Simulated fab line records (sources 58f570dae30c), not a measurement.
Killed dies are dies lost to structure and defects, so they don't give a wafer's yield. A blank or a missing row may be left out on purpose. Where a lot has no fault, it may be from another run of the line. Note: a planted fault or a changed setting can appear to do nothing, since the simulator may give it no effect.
Problem report, 8D (eight disciplines) form, completed by code -- flow berkeley cmos170 -- the parts of the form that need people (team, actions taken, sign-off) are left out

== 1. THE PROBLEM ==
At UCB170_CONTACT_COAT_09, spin speed rpm averages 2834.0 rpm over 6 wafers from 2 lots, while fault-free wafers read 3000.1 rpm, standard deviation 2.1. Measured from the usual mean, that is -79 standard deviations.
First seen on wafer L659.1, day 9 22:35, on litho track-01. The record has a number at this step for 42 wafers belonging to 14 lots. Rule for "out" (also "out of limits"): further than 4 standard deviations from the usual mean. The other wafers with a number count as sound.

== 2. WHAT IT IS; WHAT IT IS NOT ==
question,is,is not
which readings at this step,spin speed rpm,-
which lots,"L659, L661","L650, L651, L652, L655, L658, L660, L663, L666, L667, L668, L672, L673"
which wafers of those lots,all that have a number,-
read on which tools,litho track-01,"litho track-02, litho track-04"
when,from day 9 22:35,"up to then (15 sound wafers); but 21 sound wafers of L660, L663, L666, L667, L668, L672, L673 came after"

== 3. SUSPECTS, AND WHAT RULES EACH OUT ==
Counting: any tool at a process step up to the reading is kept as a suspect provided that every lot that is out went through it and no sound lot did after the first of them.
- litho track-01 at UCB170_CONTACT_COAT_09: ruled out as a lasting fault. After its first lot that is out, L659 (day 9 22:35), sound lots L673 ran on it.
Left after counting: nothing in the record.

== 4. THE CAUSE (what the simulator had put in) ==
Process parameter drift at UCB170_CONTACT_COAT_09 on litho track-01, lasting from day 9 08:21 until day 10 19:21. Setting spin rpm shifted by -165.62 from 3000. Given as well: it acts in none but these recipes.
Counting ruled it out, wrongly.

== 5. SEQUENCE OF EFFECTS, ordered by route ==
Rows list readings where the struck wafers' mean (over those with a number) sits beyond 3 standard deviations from the usual. Scope: only readings with a usual standard deviation given in the record; hours: median across lots of the time from each lot's start at the first step in this table that gives one to its start at this step; sigmas: change in usual standard deviations.
hours,step,reading,usual,on struck wafers,change,sigmas
0,UCB170_CONTACT_COAT_09,spin speed rpm,3000.1 rpm,2834.0,-166.1,-79
Here are the process steps it includes:
- UCB170_CONTACT_COAT_09

== 6. HOW IT WOULD HAVE BEEN CAUGHT EARLIER ==
The fault began at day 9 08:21; the first out-of-limits reading in this record came at day 9 22:35, 14 hours later.
